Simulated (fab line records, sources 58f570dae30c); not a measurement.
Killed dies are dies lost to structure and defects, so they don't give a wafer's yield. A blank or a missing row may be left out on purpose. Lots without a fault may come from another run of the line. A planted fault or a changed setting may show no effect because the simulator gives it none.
fab line records | flow berkeley_cmos170
record lots=5 wafers=27
route steps=331 shown NWELL@15 PWELL@48 M1@238 M2@285 M3@323
start_h: hours from the record's first day to the start of the lot's first wafer shown | wait_h: hours since the lot's step before | " the same as in the row above | L1.1+2: a row that stands for several wafers | - no value, or no start given | * or withheld: withheld | < > ~ a bound
route shown NAME@n: a module of which the file shows steps, and the number in the route of the first | usual: mean/standard deviation of fault-free wafers | same: alike in all rows | chamber/n: place in a boat | sites: the reading at each site | _std_site: their standard deviation | _edge_site: outer sites' mean less inner sites' | radius_mm: how far each site lies from the wafer's centre | mask NAME#n: copy n | behind: the tool/chamber that last shaped the wafer | hold: why the lot was held/for how many hours/how that ended | device: the transistor (n, p or np) that didn't switch | end of line: the same wafers' tests at the end of the route | a step without rows: its recipe alone | killed: dies lost to structure and defects at the first sort, not the wafer's yield | map: a wafer's dies, x killed, . not, _ none there
set.NAME: the setting as run; set.NAME@STEP: as run at that earlier step | model.NAME: the simulator's own value behind a step, which no gauge read
lots whose settings were changed on purpose; a table a step, a row a wafer
## steps
# step UCB170_NWELL_OXIDATION_01
# recipe temp_c=1000 ambient=O2 target_thk_a=264 ox_time_s=1260
# columns lot.wafer tool chamber start_h wait_h set.ox_time_s model.SiO2_of_NWELL_OXIDATION_01.thk_nm
L074.1 - - - 1.7 1462 28.67
L074.2 " - " " 1462 28.47
L074.3 " - " " 1462 28.91
L074.4 " - " " 1462 28.2
L074.5 " - " " 1462 28.46
L074.6 " - " " 1462 28.41
L075.2 furnace-04 0 30.20 4.7 1260 26.88
L075.3 " 0 " " 1260 26.91
L075.4 " 0 " " 1260 26.65
L076.1 - - - 1.7 816.6 20.5
L076.2 " - " " 816.6 20.1
L076.3 " - " " 816.6 20.12
L076.4 " - " " 816.6 20.36
L076.5 " - " " 816.6 20.07
L076.6 " - " " 816.6 20.8
L079.1 - - - 3.6 905.5 21.68
L079.2 " - " " 905.5 21.51
L079.3 " - " " 905.5 21.55
L079.4 " - " " 905.5 21.69
L079.5 " - " " 905.5 21.47
L079.6 " - " " 905.5 21.73
L085.1 - - - 0.0 609.3 17.88
L085.2 " - " " 609.3 18.05
L085.3 " - " " 609.3 17.44
L085.4 " - " " 609.3 17.9
L085.5 " - " " 609.3 18.16
L085.6 " - " " 609.3 18
# step UCB170_NWELL_THK_MEAS_02
# recipe reads=SiO2_of_NWELL_OXIDATION_01
# usual NWELL_OXIDE_THK=26.2/0.43
# columns lot.wafer tool chamber start_h wait_h set.ox_time_s@NWELL_OXIDATION_01 NWELL_OXIDE_THK[nm]
L074.1 film_metro-03 - - - 1462 28.7
L074.2 " - " " 1462 28.5
L074.3 " - " " 1462 28.9
L074.4 " - " " 1462 28.2
L074.5 " - " " 1462 28.4
L074.6 " - " " 1462 28.4
L076.1 film_metro-01 - - - 816.6 20.5
L076.2 " - " " 816.6 20.1
L076.3 " - " " 816.6 20.1
L076.4 " - " " 816.6 20.4
L076.5 " - " " 816.6 20.1
L076.6 " - " " 816.6 20.8
L075.2 film_metro-03 - 31.56 0.0 1260 26.9
L075.3 " - " " 1260 26.9
L075.4 " - " " 1260 26.7
L079.1 film_metro-01 - - - 905.5 21.6
L079.2 " - " " 905.5 21.5
L079.3 " - " " 905.5 21.6
L079.4 " - " " 905.5 21.7
L079.5 " - " " 905.5 21.4
L079.6 " - " " 905.5 21.7
L085.1 film_metro-03 - - - 609.3 17.9
L085.2 " - " " 609.3 18.1
L085.3 " - " " 609.3 17.4
L085.4 " - " " 609.3 17.9
L085.5 " - " " 609.3 18.2
L085.6 " - " " 609.3 18.0
# step UCB170_PWELL_ETCH_14
# recipe chemistry=CH3F/Ar/O2 target=Si3N4 stop_on=SiO2 CH3F_flow_sccm=20 Ar_flow_sccm=50 O2_flow_sccm=7 pressure_mtorr=50 rf_w=450 target_depth_a=2420 over_etch_frac=0.1 time_s=151
# usual oes_product_au=0.936/0.012
# columns lot.wafer tool chamber start_h wait_h set.target_depth_a oes_product_au model.KrF_of_PWELL_COAT_08.thk_nm model.SiO2_of_PWELL_OXIDATION_02.thk_nm
L074.1 rie_diel-01 2 50.11 0.0 2420 0.932 732.1 22.91
L074.2 " 1 " " 3813 0.718 620.6 0
L074.3 " 0 " " 3813 0.731 628.9 0
L074.4 " 3 " " 3813 0.712 646.1 2.231
L074.5 " 3 " " 2420 0.923 735.3 23.12
L074.6 " 2 " " 2420 0.930 729.4 22.81
L076.1 rie_diel-03 1 55.42 0.0 2420 0.931 718.6 21.5
L076.2 " 0 " " 1953 0.989 754.5 22.53
L076.3 " 2 " " 2420 0.947 724.6 22.03
L076.4 " 3 " " 1953 1.000 754 22.62
L076.5 " 1 " " 1953 0.991 753.6 22.33
L076.6 " 0 " " 2420 0.957 726.5 22.12
L075.2 rie_diel-01 2 55.69 0.0 2420 0.932 732.9 22.47
L075.3 " 3 " " 2420 0.922 735.8 22.07
L075.4 " 0 " " 2420 0.948 720.6 21.94
L079.1 rie_diel-03 1 75.87 0.0 2420 0.921 720.5 22.03
L079.2 " 3 " " 2420 0.934 723.9 22.47
L079.3 " 2 " " 2420 0.942 727.3 22.55
L079.4 " 0 " " 2420 0.938 725.7 22.18
L079.5 " 0 " " 2420 0.932 724.7 22.79
L079.6 " 1 " " 2420 0.923 718.5 21.69
L085.1 rie_diel-01 3 102.26 0.0 2420 0.938 732.7 23.22
L085.2 " 0 " " 2420 0.947 723.9 23.41
L085.3 " 2 " " 2420 0.934 730.6 23.37
L085.4 " 1 " " 2420 0.934 721.7 23.18
L085.5 " 0 " " 2420 0.947 724 22.82
L085.6 " 1 " " 2420 0.933 720.2 23.4
# step UCB170_PWELL_IMPLANT_15
# recipe species=B dose_cm2=5e+12 energy_kev=60 tilt_deg=7
# step UCB170_PWELL_STRIP_16
# recipe chemistry=O2 power_w=400 pressure_mtorr=3500 platen_temp_c=withheld o2_flow_sccm=400 overash_fraction=0.5
# usual strip_time_to_endpoint_s=18.11/0.13
# columns lot.wafer tool chamber start_h wait_h set.target_depth_a@PWELL_ETCH_14 strip_time_to_endpoint_s
L074.1 plasma_asher-02 1 50.36 0.1 2420 18.28
L074.2 " 0 " " 3813 15.67
L074.3 " 1 " " 3813 15.85
L074.4 " 0 " " 3813 16.23
L074.5 " 1 " " 2420 18.32
L074.6 " 0 " " 2420 18.20
L076.1 plasma_asher-02 1 55.67 0.1 2420 17.94
L076.2 " 0 " " 1953 18.81
L076.3 " 0 " " 2420 18.09
L076.4 " 1 " " 1953 18.80
L076.5 " 0 " " 1953 18.78
L076.6 " 1 " " 2420 18.14
L075.2 plasma_asher-03 0 55.94 0.1 2420 18.28
L075.3 " 1 " " 2420 18.36
L075.4 " 0 " " 2420 18.00
L079.1 plasma_asher-02 1 76.12 0.1 2420 17.98
L079.2 " 0 " " 2420 18.07
L079.3 " 0 " " 2420 18.15
L079.4 " 1 " " 2420 18.11
L079.5 " 0 " " 2420 18.09
L079.6 " 1 " " 2420 17.94
L085.1 plasma_asher-04 1 102.51 0.1 2420 18.28
L085.2 " 0 " " 2420 18.07
L085.3 " 0 " " 2420 18.25
L085.4 " 1 " " 2420 18.03
L085.5 " 0 " " 2420 18.09
L085.6 " 1 " " 2420 17.98
# step UCB170_M1_SPUTTER_00
# recipe material=Al target_thk_nm=600 time_s=80 power_w=6000 chamber_pressure_pa=0.5
# columns lot.wafer tool chamber start_h wait_h set.time_s model.Al_of_M1_SPUTTER_00.thk_nm
L074.1 pvd_sputter-04 - 145.57 0.0 80 602
L074.2 " - " " 80 593.7
L074.3 " - " " 80 592.1
L074.4 " - " " 80 602.7
L074.5 " - " " 80 597.3
L074.6 " - " " 80 600.6
L076.1 pvd_sputter-02 - 153.97 0.0 80 596.1
L076.2 " - " " 80 591
L076.3 " - " " 80 594.3
L076.4 " - " " 97.97 727.7
L076.5 " - " " 97.97 724.2
L076.6 " - " " 97.97 727.6
L075.2 pvd_sputter-04 - 156.46 0.0 80 599
L075.3 " - " " 80 607.7
L075.4 " - " " 80 608.1
L079.1 pvd_sputter-03 - 176.65 0.0 119.8 897.8
L079.2 " - " " 119.8 896
L079.3 " - " " 80 596.6
L079.4 " - " " 119.8 896.9
L079.5 " - " " 80 594
L079.6 " - " " 80 601.8
L085.1 pvd_sputter-04 - 200.40 0.0 80 600.9
L085.2 " - " " 38.68 292.2
L085.3 " - " " 80 607.9
L085.4 " - " " 80 610.6
L085.5 " - " " 38.68 294.5
L085.6 " - " " 38.68 301.8
# step UCB170_M1_RS_MEAS_01
# recipe thk_meas_gauge=four-point-probe reads=Al_of_M1_SPUTTER_00
# usual M1_AL_RS=0.0486/0.00046
# columns lot.wafer tool chamber start_h wait_h set.time_s@M1_SPUTTER_00 M1_AL_RS[ohm/sq]
L074.1 film_metro-04 - 145.63 0.0 80 0.0482
L074.2 " - " " 80 0.0489
L074.3 " - " " 80 0.0491
L074.4 " - " " 80 0.0483
L074.5 " - " " 80 0.0487
L074.6 " - " " 80 0.0484
L076.1 film_metro-04 - 154.03 0.0 80 0.0487
L076.2 " - " " 80 0.0492
L076.3 " - " " 80 0.0488
L076.4 " - " " 97.97 0.0398
L076.5 " - " " 97.97 0.0399
L076.6 " - " " 97.97 0.0398
L075.2 film_metro-04 - 156.55 0.1 80 0.0485
L075.3 " - " " 80 0.0478
L075.4 " - " " 80 0.0477
L079.1 film_metro-04 - 176.71 0.0 119.8 0.0322
L079.2 " - " " 119.8 0.0322
L079.3 " - " " 80 0.0488
L079.4 " - " " 119.8 0.0323
L079.5 " - " " 80 0.0490
L079.6 " - " " 80 0.0482
L085.1 film_metro-02 - 200.46 0.0 80 0.0484
L085.2 " - " " 38.68 0.1015
L085.3 " - " " 80 0.0480
L085.4 " - " " 80 0.0478
L085.5 " - " " 38.68 0.1006
L085.6 " - " " 38.68 0.0981
# step UCB170_M1_THK_MEAS_02
# recipe thk_meas_gauge=xrf reads=Al_of_M1_SPUTTER_00
# usual M1_AL_THK=615/7.3
# columns lot.wafer tool chamber start_h wait_h set.time_s@M1_SPUTTER_00 M1_AL_THK[nm]
L074.1 film_metro-04 - 145.75 0.1 80 619
L074.2 " - " " 80 609
L074.3 " - " " 80 611
L074.4 " - " " 80 624
L074.5 " - " " 80 613
L074.6 " - " " 80 616
L076.1 film_metro-04 - 154.15 0.1 80 617
L076.2 " - " " 80 612
L076.3 " - " " 80 613
L076.4 " - " " 97.97 750
L076.5 " - " " 97.97 743
L076.6 " - " " 97.97 755
L075.2 film_metro-04 - 156.66 0.1 80 617
L075.3 " - " " 80 627
L075.4 " - " " 80 628
L079.1 film_metro-04 - 176.83 0.1 119.8 925
L079.2 " - " " 119.8 919
L079.3 " - " " 80 615
L079.4 " - " " 119.8 914
L079.5 " - " " 80 609
L079.6 " - " " 80 622
L085.1 film_metro-02 - 200.58 0.1 80 614
L085.2 " - " " 38.68 298
L085.3 " - " " 80 619
L085.4 " - " " 80 621
L085.5 " - " " 38.68 302
L085.6 " - " " 38.68 308
# step UCB170_M1_METAL_ETCH_12
# recipe chemistry=Cl2/BCl3 target=Al stop_on=PSG pressure_mtorr=12 target_depth_a=7800 over_etch_frac=0.3 time_s=130 icp_w=600 bias_w=120 Cl2_flow_sccm=90 bcl3_flow_sccm=45
# columns lot.wafer tool chamber start_h wait_h set.time_s model.KrF_of_M1_COAT_04.thk_nm
L074.1 rie_metal-02 1 147.86 - 89.35 571.5
L074.2 " 0 " " 130 471.9
L074.3 " 1 " " 89.35 572.2
L074.4 " 0 " " 130 466.2
L074.5 " 0 " " 89.35 596.7
L074.6 " 1 " " 130 429.2
L076.1 rie_metal-03 0 155.37 - 201.4 181.8
L076.2 " 1 " " 201.4 185.7
L076.3 " 0 " " 130 433
L076.4+6 " 1,0 " " 130 -
L076.5 " 1 " " 201.4 -
L075.2 rie_metal-02 1 157.94 - 130 423.4
L075.3 " 0 " " 130 461.1
L075.4 " 1 " " 130 424.2
L079.1+4 rie_metal-04 1,0 179.24 - 194.1 -
L079.2 " 0 " " 130 -
L079.3 " 1 " " 130 433.6
L079.5 " 1 " " 194.1 205.2
L079.6 " 0 " " 130 411.3
L085.1 rie_metal-03 0 202.59 - 74.81 626
L085.2+6 " 0 " " 130 -
L085.3 " 0 " " 130 429.4
L085.4 " 0 " " 74.81 623.9
L085.5 " 0 " " 74.81 -
# step UCB170_M1_STRIP_13
# recipe chemistry=O2 power_w=400 pressure_mtorr=3500 platen_temp_c=withheld o2_flow_sccm=400 overash_fraction=0.5
# usual oes_product_au=0.721/0.0047
# columns lot.wafer tool chamber start_h wait_h set.time_s@M1_METAL_ETCH_12 oes_product_au
L074.1 plasma_asher-02 1 147.99 0.1 89.35 0.727
L074.2 " 0 " " 130 0.720
L074.3 " 1 " " 89.35 0.725
L074.4 " 0 " " 130 0.717
L074.5 " 0 " " 89.35 0.726
L074.6 " 1 " " 130 0.722
L076.1 plasma_asher-04 1 155.51 0.1 201.4 0.517
L076.2 " 0 " " 201.4 0.530
L076.3 " 0 " " 130 0.712
L076.4 " 1 " " 130 0.722
L076.5 " 0 " " 201.4 0.509
L076.6 " 1 " " 130 0.733
L075.2 plasma_asher-02 1 158.08 0.1 130 0.722
L075.3 " 1 " " 130 0.720
L075.4 " 0 " " 130 0.726
L079.1 plasma_asher-03 1 179.38 0.1 194.1 0.529
L079.2 " 0 " " 130 0.717
L079.3 " 1 " " 130 0.719
L079.4 " 0 " " 194.1 0.522
L079.5 " 0 " " 194.1 0.535
L079.6 " 1 " " 130 0.715
L085.1 plasma_asher-02 1 202.86 0.2 74.81 0.720
L085.2 " 0 " " 130 0.721
L085.3 " 0 " " 130 0.716
L085.4 " 1 " " 74.81 0.726
L085.5 " 1 " " 74.81 0.729
L085.6 " 0 " " 130 0.725
# step UCB170_M1_CD_MEAS_90
# recipe target_cd_nm=700
# usual cd_nm=700/3.8
# columns lot.wafer tool chamber start_h wait_h set.time_s@M1_METAL_ETCH_12 cd_nm
L074.1 cd_sem-02 - 148.09 0.1 89.35 715
L074.2 " - " " 130 703
L074.3 " - " " 89.35 713
L074.4 " - " " 130 705
L074.5 " - " " 89.35 713
L074.6 " - " " 130 705
L076.1 cd_sem-02 - 155.61 0.1 201.4 679
L076.2 " - " " 201.4 680
L076.3 " - " " 130 696
L076.4 " - " " 130 697
L076.5 " - " " 201.4 679
L076.6 " - " " 130 699
L075.2 cd_sem-02 - 158.20 0.1 130 703
L075.3 " - " " 130 706
L075.4 " - " " 130 702
L079.1 cd_sem-01 - 179.48 0.1 194.1 680
L079.2 " - " " 130 704
L079.3 " - " " 130 697
L079.4 " - " " 194.1 685
L079.5 " - " " 194.1 681
L079.6 " - " " 130 702
L085.1 cd_sem-01 - 203.00 0.1 74.81 709
L085.2 " - " " 130 695
L085.3 " - " " 130 694
L085.4 " - " " 74.81 708
L085.5 " - " " 74.81 706
L085.6 " - " " 130 695
# step UCB170_M2_DEVELOP_14
# recipe developer=TMAH develop_time_s=45 resist=KrF dev_temp_c=21
# columns lot.wafer tool chamber start_h wait_h set.develop_time_s
L074.1+4+5 litho_track-04 0 - - 45
L074.2+3+6 " 0 " " 53.75
L076.1+2+6 litho_track-03 0 - - 45
L076.3+4+5 " 0 " " 19.42
L075.2+3+4 litho_track-03 0 - - 45
L079.1+2+3+4+5+6 litho_track-04 0 - - 45
L085.1+5+6 litho_track-04 0 - - 45
L085.2+3+4 " 0 " " 52.7
# step UCB170_M2_CD_MEAS_15
# recipe target_cd_nm=700
# usual cd_nm=700.1/1.2
# columns lot.wafer tool chamber start_h wait_h set.develop_time_s@M2_DEVELOP_14 cd_nm
L074.1 cd_sem-02 - 155.30 - 45 702.3
L074.2 " - " " 53.75 700.2
L074.3 " - " " 53.75 700.2
L074.4 " - " " 45 702.6
L074.5 " - " " 45 703.2
L074.6 " - " " 53.75 703.2
L076.1 cd_sem-01 - 167.05 - 45 700.2
L076.2 " - " " 45 699.7
L076.3 " - " " 19.42 705.7
L076.4 " - " " 19.42 706.9
L076.5 " - " " 19.42 707.2
L076.6 " - " " 45 700.5
L075.2 cd_sem-02 - 167.36 - 45 700.4
L075.3 " - " " 45 700.3
L075.4 " - " " 45 700.5
L079.1 cd_sem-02 - 190.01 - 45 698.4
L079.2 " - " " 45 698.9
L079.3 " - " " 45 698.2
L079.4 " - " " 45 700.5
L079.5 " - " " 45 699.4
L079.6 " - " " 45 698.6
L085.1 cd_sem-02 - 211.99 - 45 697.9
L085.2 " - " " 52.7 697.8
L085.3 " - " " 52.7 698.6
L085.4 " - " " 52.7 697.1
L085.5 " - " " 45 697.6
L085.6 " - " " 45 699.7
# step UCB170_M3_DEVELOP_14
# recipe developer=TMAH develop_time_s=45 resist=KrF dev_temp_c=21
# columns lot.wafer tool chamber start_h wait_h set.develop_time_s
L074.1+3+6 litho_track-01 0 - - 23.13
L074.2+4+5 " 0 " " 45
L076.1+2+4 litho_track-02 0 - - 28.15
L076.3+5+6 " 0 " " 45
L075.2+3+4 litho_track-01 0 - - 45
L079.1+3+6 litho_track-02 0 - - 69.04
L079.2+4+5 " 0 " " 45
L085.1+2+3+4+5+6 litho_track-01 0 - - 45
# step UCB170_M3_PROBE_99
# columns lot.wafer tool chamber start_h wait_h set.time_s@M1_METAL_ETCH_12 model.etest.m1.width_nm
L074.1+3+5 prober-01 - 165.61 0.1 89.35 -
L074.2 prober-01 - 165.66 0.1 130 704.2
L074.4 prober-01 - 165.76 0.2 130 707.6
L074.6 prober-01 - 165.86 0.2 130 703.2
L076.1 prober-02 - 173.11 0.1 201.4 676.8
L076.4 prober-02 - 173.26 0.2 130 695.6
L076.6 prober-02 - 173.36 0.2 130 701.1
L075.2 prober-01 - 175.12 0.1 130 699.3
L075.4 prober-01 - 175.22 0.2 130 699.9
L079.1 prober-01 - 198.56 0.1 194.1 679.2
L079.2 prober-01 - 198.61 0.1 130 -
L079.3 prober-01 - 198.66 0.2 130 689
L079.4 prober-01 - 198.71 0.2 194.1 681
L079.5 prober-01 - 198.76 0.2 194.1 682.6
L079.6 prober-01 - 198.81 0.2 130 700.5
L085.2 prober-01 - 221.65 0.1 130 686.2
L085.3 prober-01 - 221.70 0.2 130 694.6
L085.4 prober-01 - 221.75 0.2 74.81 -
L085.5 prober-01 - 221.80 0.2 74.81 702.3
L085.6 prober-01 - 221.85 0.2 130 697
# killed by level:class
L075.2 SCREENOX:geometric_particle:short=1 CONTACT:geometric_particle:short=1 M1:geometric_particle:short=1 PWELL:area_etch=1
L075.4 SACOX:geometric_particle:short=1 GATE:geometric_particle:open=1 SILICIDE:geometric_particle:short=1 M3:geometric_particle:open=1
## key
split step=UCB170_NWELL_OXIDATION_01 setting=ox_time_s stated=1260 by=lot
response step=UCB170_NWELL_OXIDATION_01 reading=model.SiO2_of_NWELL_OXIDATION_01.thk_nm change=+0.161 per=1% r=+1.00
response step=UCB170_NWELL_THK_MEAS_02 reading=NWELL_OXIDE_THK change=+0.161 per=1% r=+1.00
split step=UCB170_PWELL_ETCH_14 setting=target_depth_a stated=2420 by=wafer
response step=UCB170_PWELL_ETCH_14 reading=oes_product_au change=-0.0035 per=1% r=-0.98
response step=UCB170_PWELL_ETCH_14 reading=model.KrF_of_PWELL_COAT_08.thk_nm change=-1.73 per=1% r=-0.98
response step=UCB170_PWELL_ETCH_14 reading=model.SiO2_of_PWELL_OXIDATION_02.thk_nm change=-0.35 per=1% r=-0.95
response step=UCB170_PWELL_STRIP_16 reading=strip_time_to_endpoint_s change=* per=1% r=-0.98
split step=UCB170_M1_SPUTTER_00 setting=time_s stated=80 by=wafer
response step=UCB170_M1_SPUTTER_00 reading=model.Al_of_M1_SPUTTER_00.thk_nm change=+6 per=1% r=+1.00
response step=UCB170_M1_RS_MEAS_01 reading=M1_AL_RS change=-0.000657 per=1% r=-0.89
response step=UCB170_M1_THK_MEAS_02 reading=M1_AL_THK change=+6.11 per=1% r=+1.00
split step=UCB170_M1_METAL_ETCH_12 setting=time_s stated=130 by=wafer
response step=UCB170_M1_METAL_ETCH_12 reading=model.KrF_of_M1_COAT_04.thk_nm change=-4.39 per=1% r=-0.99
response step=UCB170_M1_STRIP_13 reading=oes_product_au shape=bent at_lowest=0.725 at_stated=0.720 at_highest=0.518
response step=UCB170_M1_CD_MEAS_90 reading=cd_nm change=-0.335 per=1% r=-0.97
response step=UCB170_M3_PROBE_99 reading=model.etest.m1.width_nm change=-0.305 per=1% r=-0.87
split step=UCB170_M2_DEVELOP_14 setting=develop_time_s stated=45 by=wafer
response step=UCB170_M2_CD_MEAS_15 reading=cd_nm change=-0.104 per=1% r=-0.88
split step=UCB170_M3_DEVELOP_14 setting=develop_time_s stated=45 by=wafer
response none clear
